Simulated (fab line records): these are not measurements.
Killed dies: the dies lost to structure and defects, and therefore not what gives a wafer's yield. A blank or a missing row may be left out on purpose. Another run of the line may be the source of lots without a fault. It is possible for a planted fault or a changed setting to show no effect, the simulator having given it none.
Check for tools in common + flow rit-cmos + Sample size 13 lots and 39 wafers

## WHY IT WAS OPENED
1 of 13 lots carry a flag on the reading NWELL_TW at RIT_NWELL_TW_MEAS_10. No-fault wafers: 2144, standard deviation 19.
Rule: flag the lot when none of its wafers has a number, or when each of its wafers that has one lies beyond 4 standard deviations from that mean. The rest of the lots are taken to be sound.

| lot  | measured    | on            | NWELL_TW, wafer by wafer | flag    |
|------|-------------|---------------|--------------------------|---------|
| L552 | day 1 22:14 | film-metro-04 | 2157 2142 2156           |         |
| L553 | day 2 03:02 | film-metro-03 | 2153 2162 2164           |         |
| L556 | day 2 20:19 | film-metro-03 | 2166 2168 2154           |         |
| L558 | day 3 04:58 | film-metro-04 | 2153 2157 2153           |         |
| L559 | day 3 09:10 | film-metro-04 | 30 30 30                 | FLAGGED |
| L565 | day 4 15:34 | film-metro-03 | 2154 2150 2157           |         |
| L568 | day 5 12:07 | film-metro-04 | 2142 2149 2134           |         |
| L570 | day 5 16:52 | film-metro-04 | 2142 2146 2133           |         |
| L569 | day 5 18:45 | film-metro-04 | 2136 2144 2135           |         |
| L571 | day 5 23:52 | film-metro-03 | 2165 2176 2162           |         |
| L572 | day 6 05:01 | film-metro-02 | 2122 2122 2122           |         |
| L573 | day 6 08:31 | film-metro-02 | 2100 2117 2116           |         |
| L574 | day 6 17:26 | film-metro-03 | 2151 2144 2141           |         |
On average the flagged lots read 30, which is -2114 against the usual, or -99 or more standard deviations.

## TOOL THAT RAN EACH LOT
The record keeps 1 process step preceding the reading, out of 202 steps on the route. Read each cell as the tool, then ch plus the chambers that the sampled wafers visited, then the start.
| lot  | flag    | RIT_NWELL_EXPOSE_03                |
|------|---------|------------------------------------|
| L552 |         | iline-stepper-01 ch 0, day 1 21:06 |
| L553 |         | iline-stepper-02 ch 0, day 2 02:00 |
| L556 |         | iline-stepper-02 ch 0, day 2 19:10 |
| L558 |         | iline-stepper-01 ch 0, day 3 03:55 |
| L559 | FLAGGED | iline-stepper-01 ch 0, day 3 08:08 |
| L565 |         | iline-stepper-01 ch 0, day 4 14:31 |
| L568 |         | iline-stepper-02 ch 0, day 5 11:05 |
| L570 |         | iline-stepper-02 ch 0, day 5 15:49 |
| L569 |         | iline-stepper-02 ch 0, day 5 17:34 |
| L571 |         | iline-stepper-01 ch 0, day 5 22:46 |
| L572 |         | iline-stepper-01 ch 0, day 6 03:50 |
| L573 |         | iline-stepper-01 ch 0, day 6 07:30 |
| L574 |         | iline-stepper-02 ch 0, day 6 16:24 |
What these steps do:
- RIT_NWELL_EXPOSE_03: exposes mask M2, target cd 43900 nm.
- RIT_NWELL_TW_MEAS_10

## FLAGGED OVER TOTAL, TOOL BY TOOL (the gauges that took the reading come last)
| step                 | tool             | lots run | flagged | share of the flagged lots | sound lots run after its first flagged lot |
|----------------------|------------------|----------|---------|---------------------------|--------------------------------------------|
| RIT_NWELL_EXPOSE_03  | iline-stepper-01 | 7        | 1       | all                       | 4 (L565,L571,L572,L573)                    |
| RIT_NWELL_EXPOSE_03  | iline-stepper-02 | 6        | 0       | none                      | -                                          |
| RIT_NWELL_TW_MEAS_10 | film-metro-02    | 2        | 0       | none                      | -                                          |
| RIT_NWELL_TW_MEAS_10 | film-metro-03    | 5        | 0       | none                      | -                                          |
| RIT_NWELL_TW_MEAS_10 | film-metro-04    | 6        | 1       | all                       | 3 (L568,L570,L569)                         |

## WHAT THE TABLE PERMITS
iline-stepper-01 at RIT_NWELL_EXPOSE_03 and film-metro-04 at RIT_NWELL_TW_MEAS_10 are the 2 rows of the table that ran each flagged lot.
- iline-stepper-01 at RIT_NWELL_EXPOSE_03 ran 7 lots, 1 of them flagged. Lots that were sound ran on it after the first flagged one (L565, L571, L572, L573); a persistent fault on the entire tool would not allow that.
- film-metro-04 at RIT_NWELL_TW_MEAS_10 ran 6 lots, 1 of them flagged. Lots that were sound ran on it after the first flagged one (L568, L570, L569); a persistent fault on the entire tool would not allow that.
Not one row of the table ran every flagged lot while running no sound lot after the first.

## WHAT THE SIMULATOR PUT IN
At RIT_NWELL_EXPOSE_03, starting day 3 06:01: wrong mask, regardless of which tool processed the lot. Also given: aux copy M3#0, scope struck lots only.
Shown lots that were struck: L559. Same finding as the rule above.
